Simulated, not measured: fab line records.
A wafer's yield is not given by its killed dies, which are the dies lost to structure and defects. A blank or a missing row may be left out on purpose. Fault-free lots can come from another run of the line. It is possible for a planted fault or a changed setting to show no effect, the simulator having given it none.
Which tool was responsible? + flow berkeley_cmos170 + 42 wafers from 14 lots sampled at 4 of the route's 331 steps

## WHAT THE GAUGES SHOWED, per wafer
UCB170_NWELL_THK_MEAS_02. Usual: NWELL_OXIDE_THK gives 26.3 nm (standard deviation 0.4).
| lot  | measured    | on            | NWELL_OXIDE_THK (nm) | flag |
|------|-------------|---------------|----------------------|------|
| L734 | day 2 00:01 | film_metro-03 | 25.9 25.4 25.9       |      |
| L735 | day 2 04:17 | film_metro-02 | 26.7 26.3 26.1       |      |
| L736 | day 2 09:38 | film_metro-01 | 26.0 26.6 26.3       |      |
| L737 | day 2 15:30 | film_metro-02 | 27.3 26.6 26.7       |      |
| L738 | day 2 21:32 | film_metro-01 | 26.8 27.1 26.6       |      |
| L739 | day 3 03:56 | film_metro-02 | 25.6 26.4 26.3       |      |
| L743 | day 4 00:04 | film_metro-03 | 26.6 26.5 26.5       |      |
| L744 | day 4 04:31 | film_metro-02 | 26.4 26.4 26.1       |      |
| L746 | day 4 07:11 | film_metro-02 | 26.1 25.9 26.1       |      |
| L747 | day 4 15:52 | film_metro-03 | 26.3 26.2 26.5       |      |
| L750 | day 5 12:06 | film_metro-01 | 25.8 25.9 25.8       |      |
| L752 | day 5 17:19 | film_metro-02 | 25.8 25.9 25.9       |      |
| L753 | day 5 22:29 | film_metro-01 | 26.2 26.3 26.3       |      |
| L754 | day 6 06:10 | film_metro-03 | 26.2 26.1 26.4       |      |

UCB170_NWELL_THK_MEAS_05. Usual: NWELL_NITRIDE_THK gives 223.6 nm (standard deviation 2).
| lot  | measured    | on            | NWELL_NITRIDE_THK (nm) | flag |
|------|-------------|---------------|------------------------|------|
| L734 | day 2 05:19 | film_metro-03 | 223.7 223.3 225.5      |      |
| L735 | day 2 12:47 | film_metro-03 | 225.8 225.5 223.9      |      |
| L736 | day 2 16:28 | film_metro-03 | 222.6 222.3 221.2      |      |
| L737 | day 3 01:04 | film_metro-02 | 222.1 222.1 222.5      |      |
| L738 | day 3 04:28 | film_metro-03 | 221.5 220.9 221.4      |      |
| L739 | day 3 11:44 | film_metro-01 | 222.6 221.0 222.6      |      |
| L743 | day 4 05:33 | film_metro-01 | 225.3 223.4 224.4      |      |
| L744 | day 4 10:22 | film_metro-01 | 223.2 226.2 222.7      |      |
| L746 | day 4 12:07 | film_metro-03 | 226.5 222.2 224.1      |      |
| L747 | day 4 22:37 | film_metro-03 | 222.5 223.9 223.8      |      |
| L750 | day 5 18:33 | film_metro-02 | 219.8 221.6 220.2      |      |
| L752 | day 5 21:45 | film_metro-01 | 222.8 224.5 224.8      |      |
| L753 | day 6 05:05 | film_metro-03 | 228.1 226.4 226.3      |      |
| L754 | day 6 11:57 | film_metro-02 | 223.5 224.0 221.3      |      |

UCB170_NVT_OVL_MEAS_06. Usual: NVT_OVL gives 0 nm (standard deviation 4.5).
| lot  | measured    | on         | NVT_OVL (nm) | flag |
|------|-------------|------------|--------------|------|
| L734 | day 5 20:45 | overlay-01 | -9 -3 2      |      |
| L735 | day 5 20:30 | overlay-01 | 0 -3 6       |      |
| L736 | day 5 21:01 | overlay-01 | 1 2 2        |      |
| L737 | day 6 13:29 | overlay-02 | 3 7 2        |      |
| L738 | day 7 02:32 | overlay-01 | -2 -5 3      |      |
| L739 | day 7 02:49 | overlay-02 | 5 -2 4       |      |
| L743 | day 8 00:41 | overlay-01 | -6 1 1       |      |
| L744 | day 8 01:14 | overlay-02 | 1 6 6        |      |
| L746 | day 8 01:01 | overlay-02 | -7 -11 -11   |      |
| L747 | day 8 00:49 | overlay-02 | 6 -2 -2      |      |
| L750 | day 8 23:05 | overlay-01 | -1 0 -6      |      |
| L752 | day 8 23:12 | overlay-02 | 4 -1 2       |      |
| L753 | day 9 16:42 | overlay-02 | -1 -8 -1     |      |
| L754 | day 9 16:06 | overlay-01 | 1 -1 -1      |      |

## EACH LOT AND THE TOOL THAT RAN IT (in order: tool; ch and the chambers of the sampled wafers; start)
| lot  | UCB170_NWELL_IMPLANT_14        |
|------|--------------------------------|
| L734 | implanter-04 ch 0, day 2 06:29 |
| L735 | implanter-01 ch 0, day 2 13:58 |
| L736 | implanter-02 ch 0, day 2 17:44 |
| L737 | implanter-02 ch 0, day 3 02:14 |
| L738 | implanter-04 ch 0, day 3 06:37 |
| L739 | implanter-04 ch 0, day 3 13:25 |
| L743 | implanter-04 ch 0, day 4 07:17 |
| L744 | implanter-01 ch 0, day 4 12:15 |
| L746 | implanter-02 ch 0, day 4 13:30 |
| L747 | implanter-04 ch 0, day 4 23:49 |
| L750 | implanter-01 ch 0, day 5 20:02 |
| L752 | implanter-01 ch 0, day 5 22:48 |
| L753 | implanter-01 ch 0, day 6 06:47 |
| L754 | implanter-01 ch 0, day 6 13:00 |
- UCB170_NWELL_IMPLANT_14

## AS READ BY THE TOOLS THEMSELVES (means over the sampled wafers that have a number; for cases with no such wafer, the mark the record gives instead)
UCB170_NWELL_IMPLANT_14. Usual: beam_energy_keV 149.99, standard deviation 0.045; faraday_current_uA 31.7, standard deviation 0.64.
| lot  | tool         | beam_energy_keV | faraday_current_uA | flag |
|------|--------------|-----------------|--------------------|------|
| L734 | implanter-04 | 149.99          | 31.8               |      |
| L735 | implanter-01 | 150.02          | 31.7               |      |
| L736 | implanter-02 | 150.03          | 31.5               |      |
| L737 | implanter-02 | 149.97          | 32.2               |      |
| L738 | implanter-04 | 149.92          | 30.9               |      |
| L739 | implanter-04 | 150.03          | 32.1               |      |
| L743 | implanter-04 | 158.32          | 31.0               | OFF  |
| L744 | implanter-01 | 149.98          | 31.8               |      |
| L746 | implanter-02 | 150.04          | 31.4               |      |
| L747 | implanter-04 | 158.31          | 31.8               | OFF  |
| L750 | implanter-01 | 150.01          | 31.7               |      |
| L752 | implanter-01 | 150.03          | 32.1               |      |
| L753 | implanter-01 | 149.96          | 31.5               |      |
| L754 | implanter-01 | 149.99          | 31.3               |      |

## THE ANSWER, worked out from the rows above alone
Rule: lot off if the mean of its wafers having a number is beyond 3 standard deviations from the usual mean. A lot without any number at a reading at which 4 lots or more have one is off too. Where the step has rows for the other lots, those lots are counted as sound. The gauges are gone through in route order, then the tools' own readings, and for those a lot's mean is taken as printed above. The first step at which some lot is off is used, and at that step the reading that is off furthest; a lot without a number counts as furthest.
Off: L743, L747, at UCB170_NWELL_IMPLANT_14 (beam_energy_keV).
If a tool, at that step or one of the process steps before it, ran each lot that is off and ran no sound lot following the first of them, it fits. One fits: implanter-04 at UCB170_NWELL_IMPLANT_14. Its last sound lot is L739 (day 3 13:25), its first lot that is off L743 (day 4 07:17): a fault that began between those two fits.
The tool's own readings at UCB170_NWELL_IMPLANT_14 bear it out: on the lots that are off they differ by more than 5 times the standard deviation of the sound lots' means. beam_energy_keV reads 158.31 there against 150.00 on the sound lots.

## WHAT HAD BEEN PUT IN BY THE SIMULATOR
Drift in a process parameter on implanter-04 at UCB170_NWELL_IMPLANT_14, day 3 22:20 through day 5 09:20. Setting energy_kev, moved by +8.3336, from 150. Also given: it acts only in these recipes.
Lots struck among those shown: L743, L747. The rule given above showed the same thing.
